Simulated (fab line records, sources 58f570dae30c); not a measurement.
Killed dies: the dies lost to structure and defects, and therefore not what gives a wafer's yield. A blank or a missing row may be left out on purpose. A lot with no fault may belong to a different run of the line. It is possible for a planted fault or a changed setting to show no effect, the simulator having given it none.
8D (eight disciplines) problem report, filled in by code || flow berkeleyCmos170 || the parts of the form that need people (team, actions taken, sign-off) are left out

1. THE ISSUE
SILICIDE_TI_RS at UCB170_SILICIDE_RS_MEAS_02 reads a mean of 37.0 ohm/sq on 6 wafers of 2 lots; wafers without a fault read 25.2 ohm/sq with a standard deviation of 0.36. Measured from the usual mean, that is +33 standard deviations.
The step: measures by four-point-probe.
Seen first at day 11 06:32 on filmMetro-04, wafer L968.4. At this step, 42 wafers from 14 lots have a number in the record. By rule, "out" or "out of limits" means more than 4 standard deviations away from the usual mean. All remaining wafers that have a number are taken as sound.

2. WHAT THIS IS AND IS NOT
{"question": "which readings at this step", "is": "SILICIDE_TI_RS", "is not": "-"}
{"question": "which lots", "is": "L968, L972", "is not": "L953, L955, L956, L959, L960, L961, L962, L964, L965, L966, L970, L974"}
{"question": "which wafers of those lots", "is": "all that have a number", "is not": "-"}
{"question": "read on which gauges", "is": "filmMetro-04", "is not": "filmMetro-01, filmMetro-03"}
{"question": "when", "is": "from day 11 06:32", "is not": "up to then (30 sound wafers); but 6 sound wafers of L970, L974 came after"}

3. THE SUSPECTS, EACH WITH WHAT RULES IT OUT
Counting: any tool at a process step up to the reading is kept as a suspect provided that every lot that is out went through it and no sound lot did after the first of them.
- the gauge at UCB170_SILICIDE_RS_MEAS_02: kept. All the wafers that are out were read on filmMetro-04, and no step on other tools shows them out.
- pvdSputter-02 at UCB170_SILICIDE_SPUTTER_01 (material Ti, target thk 30 nm, time 25.77 s): kept. It ran every lot that is out, first L968 (day 11 06:27), and no sound lot after that; its last sound lot up to then is L966 (day 10 18:14).
The count leaves filmMetro-04 at UCB170_SILICIDE_RS_MEAS_02 and pvdSputter-02 at UCB170_SILICIDE_SPUTTER_01.

4. THE CAUSE (what the simulator had put in)
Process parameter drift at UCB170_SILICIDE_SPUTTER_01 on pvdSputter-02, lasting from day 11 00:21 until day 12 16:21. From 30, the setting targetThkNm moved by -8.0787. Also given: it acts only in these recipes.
Of the 2 suspects that counting leaves, this tool is one.

5. THE CHAIN OF EFFECTS, in route order
Rows list readings where the struck wafers' mean (over those with a number) sits beyond 3 standard deviations from the usual. Only readings whose record carries a usual standard deviation are examined. hours: median over the lots of the time between each lot's start at the first step of this table that gives one and its start at this step. sigmas: the change, counted in usual standard deviations.
{"hours": 0, "step": "UCB170_SILICIDE_RS_MEAS_02", "reading": "SILICIDE_TI_RS", "usual": "25.2 ohm/sq", "on struck wafers": 37.0, "change": "+11.8", "sigmas": "+33"}
{"hours": 4, "step": "UCB170_SILICIDE_THK_MEAS_03", "reading": "SILICIDE_TI_THK", "usual": "30.8 nm", "on struck wafers": 22.2, "change": -8.6, "sigmas": -22}

6. WHAT WOULD HAVE CAUGHT IT SOONER
The first out-of-limits reading at a measuring or inspecting step in this record came at day 11 06:32, 6 hours after the fault's start at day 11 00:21.
Tool readings at UCB170_SILICIDE_SPUTTER_01 with a usual standard deviation given in the record: none out on any struck wafer, hence no alarm at a limit of 4 standard deviations on them.
Among the 2 lots that are out, L972 began UCB170_SILICIDE_SPUTTER_01 on pvdSputter-02 after day 11 06:32. It would have been spared by a hold on the tool at that moment.
